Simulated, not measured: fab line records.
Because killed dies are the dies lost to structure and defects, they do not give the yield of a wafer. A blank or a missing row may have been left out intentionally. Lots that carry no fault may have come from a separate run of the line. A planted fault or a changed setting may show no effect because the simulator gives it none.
A single fault, viewed from 2 desks	flow rit cmos	each desk has only its own numbers; what lay behind them comes last

## FROM THE METROLOGY DESK
What the gauges read for every lot (on any tool): the sampled wafers with a number, averaged. Any lot whose mean is over 4 standard deviations away from the usual mean is out of limits and marked OUT; that distance is given in the brackets.
Columns: A = PWELL_TW at RIT_PWELL_TW_MEAS_10, usual 956; B = PWELL_RS at RIT_WELLDRIVE_RS_MEAS_02, usual 429.4 ohm/sq; C = NRETRO_OVL at RIT_NRETRO_OVL_MEAS_06, usual -0.5 nm; D = cd nm at RIT_GATE_CD_MEAS_16, usual 151 nm; E = GATE_OVL at RIT_GATE_OVL_MEAS_17, usual 1.3 nm
lot	first seen here	A	B	C	D	E
L734	day 2 05:34	962	427.5	-1.6	146	1.0
L735	day 2 09:45	960	429.9	-1.5	155	3.3
L736	day 2 15:29	953	427.8	-0.7	150	-0.3
L737	day 2 19:48	953	430.6	-1.1	150	1.9
L738	day 2 23:25	956	428.9	1.2	153	1.1
L739	day 3 03:28	955	428.9	-1.8	153	3.4
L740	day 3 10:35	954	430.0	0.2	154	-0.5
L742	day 3 18:20	952	429.2	-0.6	150	-0.2
L745	day 4 08:18	962	429.2	0.4	150	2.3
L747	day 4 18:20	936 (-4.2) OUT	436.1 (+6.1) OUT	-0.9	151	1.1
L749	day 5 03:47	947	438.1 (+7.9) OUT	-0.5	158	0.6
L754	day 6 08:38	959	428.9	-0.4	152	0.7
L755	day 6 11:29	958	430.0	0.1	148	1.9
L756	day 6 15:38	949	429.5	0.9	148	2.8
This desk finds L747, L749 out of limits, with the earliest case on L747 at day 4 18:20 (PWELL_TW at RIT_PWELL_TW_MEAS_10). L734, L735, L736, L737, L738, L739, L740, L742, L745, L754, L755, L756: within limits.

## THE TOOL OWNER'S DESK: implanter-01
The tool's own readings at RIT_PWELL_IMPLANT_08: means of the sampled wafers that have a number, for each lot that ran on this tool. Any lot whose mean is over 4 standard deviations away from the usual mean is out of limits and marked OUT; that distance is given in the brackets.
Columns: A = beam energy keV at RIT_PWELL_IMPLANT_08, usual 170.00; B = beam on s at RIT_PWELL_IMPLANT_08, usual 10.00 s
lot	first seen here	A	B
L738	day 2 23:06	170.06	9.96
L747	day 4 18:01	139.42 (-99 or more) OUT	10.14
L749	day 5 03:27	139.41 (-99 or more) OUT	10.05
This desk's verdict: out of limits on L747, L749, starting with L747 at day 4 18:01 (beam energy keV at RIT_PWELL_IMPLANT_08). L738: within limits.

## PUT TOGETHER
An alarm could have come from the tool owner's desk at day 4 18:01, on L747, L749.
Metrology desk: alarm possible at day 4 18:20 on L747, L749.
RIT_PWELL_IMPLANT_08 was run on implanter-01 by each of the lots named.

## WHAT WAS PUT IN BY THE SIMULATOR
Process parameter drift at RIT_PWELL_IMPLANT_08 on implanter-01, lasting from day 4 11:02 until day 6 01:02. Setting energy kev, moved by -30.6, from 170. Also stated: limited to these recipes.
Struck lots among those shown: L747, L749.
Counting hours from when the fault started, the first reading out of limits came at 7 for the tool owner's desk and at 7 for the metrology desk.
